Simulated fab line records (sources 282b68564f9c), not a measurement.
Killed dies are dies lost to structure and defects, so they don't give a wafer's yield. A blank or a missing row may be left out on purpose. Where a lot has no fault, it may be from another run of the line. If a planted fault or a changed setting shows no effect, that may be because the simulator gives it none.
A lot that was struck, set against a sound lot	flow rit cmos	35 steps out of a route of 202
Sound: the wafers L706.1, L706.2, L706.5. Struck: wafers L712.4, L712.5. (L712.3 of the same lot was not struck and is left out.) The cause comes at the end.
For every step that has rows: the tool of each side, followed by ch and its chambers, followed by its first start. Under that, the readings that differ: sound wafers	struck wafers	difference of the means	sigmas: that difference in standard deviations of wafers without a fault.
alike: same words and numbers on both sides, and readings whose means sit less than 2 such deviations apart. not compared: any withheld reading, any reading some wafer has no value for, any bound like >300 that may hide the same value, and any number with overlapping values for which the record gives no deviation.
The two part at a step that has a row with sigmas, a row that says differs or no value, or rows on one side only. Numbers that have no deviation but don't overlap get no sigmas and don't part them. A reading that every wafer of one side lacks parts them only if that side has two wafers or more.

RIT_CONTACT_CVD_00: deposits SiO2 from TEOS, target thk 400 nm, time 61 s.
  sound on pecvd-04 ch 1,2, day 6 01:41; struck on pecvd-04 ch 0,1, day 7 07:05
  alike: heater power w
  not compared: since wet clean h
RIT_CONTACT_THK_MEAS_01:
  struck on film metro-03, day 7 07:10; sound on film metro-03, day 6 01:44
  alike: CONTACT_TEOS_THK
then, 6 steps without rows for these wafers: RIT_CONTACT_HMDS_02 (prime time 60 s); RIT_CONTACT_COAT_03 (resist thk 982.9 nm); RIT_CONTACT_SOFTBAKE_04 (time 60 s); RIT_CONTACT_EXPOSE_05 (exposes mask M11, target cd 1000 nm); RIT_CONTACT_PEB_06; RIT_CONTACT_DEVELOP_07 (develop time 120 s).
RIT_CONTACT_CD_MEAS_08: target cd 1000 nm.
  struck on cd sem-02, day 7 08:20; sound on cd sem-02, day 6 02:46
  alike: cd nm
RIT_CONTACT_OVL_MEAS_09:
  struck on overlay-02, day 7 08:25; sound on overlay-02, day 6 02:53
  alike: CONTACT_OVL
then, 1 step without rows for these wafers: RIT_CONTACT_HARDBAKE_10 (time 60 s).
RIT_CONTACT_ETCH_11: etches SiO2 in CHF3/CF4/Ar, stops on TiSi2, target depth 480 nm, time 320 s.
  sound on rie diel-01 ch 0,1,3, day 6 03:04; struck on rie diel-01 ch 1,2, day 7 08:35
  alike: drypump motor current A, oes product au, throttle valve pct
  not compared: rf hours counter h
RIT_CONTACT_STRIP_12: strips in O2, time 180 s.
  sound on plasma asher-03 ch 0,1, day 6 03:16; struck on plasma asher-03 ch 1, day 7 08:51
  alike: drypump motor current A
  not compared: rf hours counter h
RIT_CONTACT_CD_MEAS_90: target cd 1000 nm.
  struck on cd sem-02, day 7 09:00; sound on cd sem-01, day 6 03:26
  alike: cd nm
then, 2 steps without rows for these wafers: RIT_CONTACT_CLEAN_13 (cleans in SC1, time 600 s); RIT_CONTACT_CLEAN_14 (cleans in SC2, time 600 s).
RIT_M1_SPUTTER_00: material Al, target thk 400 nm, time 500 s.
  struck on pvd sputter-04, day 7 09:26; sound on pvd sputter-04, day 6 03:55
  alike: throttle valve pct
RIT_M1_RS_MEAS_01: measurement is done with a four-point probe.
  struck on film metro-02, day 7 09:46; sound on film metro-02, day 6 04:12
  alike: M1_AL_RS
RIT_M1_THK_MEAS_02: measures by xrf.
  struck on film metro-02, day 7 09:52; sound on film metro-02, day 6 04:19
  alike: M1_AL_THK
then, 6 steps without rows for these wafers: RIT_M1_HMDS_03 (prime time 60 s); RIT_M1_COAT_04 (resist thk 1300 nm); RIT_M1_SOFTBAKE_05 (time 60 s); RIT_M1_EXPOSE_06 (exposes mask M12, target cd 2600 nm); RIT_M1_PEB_07; RIT_M1_DEVELOP_08 (develop time 65.25 s).
RIT_M1_CD_MEAS_09: target cd 2600 nm.
  struck on cd sem-01, day 7 10:57; sound on cd sem-01, day 6 05:23
  alike: cd nm
RIT_M1_OVL_MEAS_10:
  struck on overlay-02, day 7 11:02; sound on overlay-02, day 6 05:31
  alike: M1_OVL
then, 1 step without rows for these wafers: RIT_M1_HARDBAKE_11 (time 120 s).
RIT_M1_METAL_ETCH_12: etches Al in Cl2/BCl3, stops on SiO2, time 165 s, target depth 600 nm.
  sound on rie metal-03 ch 0,1, day 6 05:47; struck on rie metal-04 ch 0,1, day 7 11:22
reading	sound	struck	difference	sigmas
throttle valve pct (%)	8.39 8.31 8.38	8.19 8.03	-0.25	-2
  alike: drypump motor current A, oes product au
  not compared: rf hours counter h
then, 1 step without rows for these wafers: RIT_M1_STRIP_13 (strips in nmp, time 600 s).
RIT_M1_STRIP_14: strips in O2, time 180 s.
  sound on plasma asher-04 ch 0,1, day 6 06:08; struck on plasma asher-01 ch 0, day 7 11:43
  alike: drypump motor current A
  not compared: rf hours counter h
RIT_M1_CD_MEAS_90: target cd 2600 nm.
  struck on cd sem-01, day 7 11:52; sound on cd sem-01, day 6 06:19
  alike: cd nm
then, 1 step without rows for these wafers: RIT_M1_ANNEAL_15 (time 1800 s).
RIT_M1_BOW_MEAS_16:
  struck on film metro-01, day 7 13:45; sound on film metro-04, day 6 07:56
  alike: M1_BOW
RIT_M1_PROBE_99:
  rows exist in the record for the struck wafers here (prober-02, day 7 13:59), but not for the sound ones

== WHERE THEY PART ==
Last at RIT_M1_PROBE_99 as far as this record goes, first at RIT_M1_METAL_ETCH_12.

WHY: whatever the simulator had introduced
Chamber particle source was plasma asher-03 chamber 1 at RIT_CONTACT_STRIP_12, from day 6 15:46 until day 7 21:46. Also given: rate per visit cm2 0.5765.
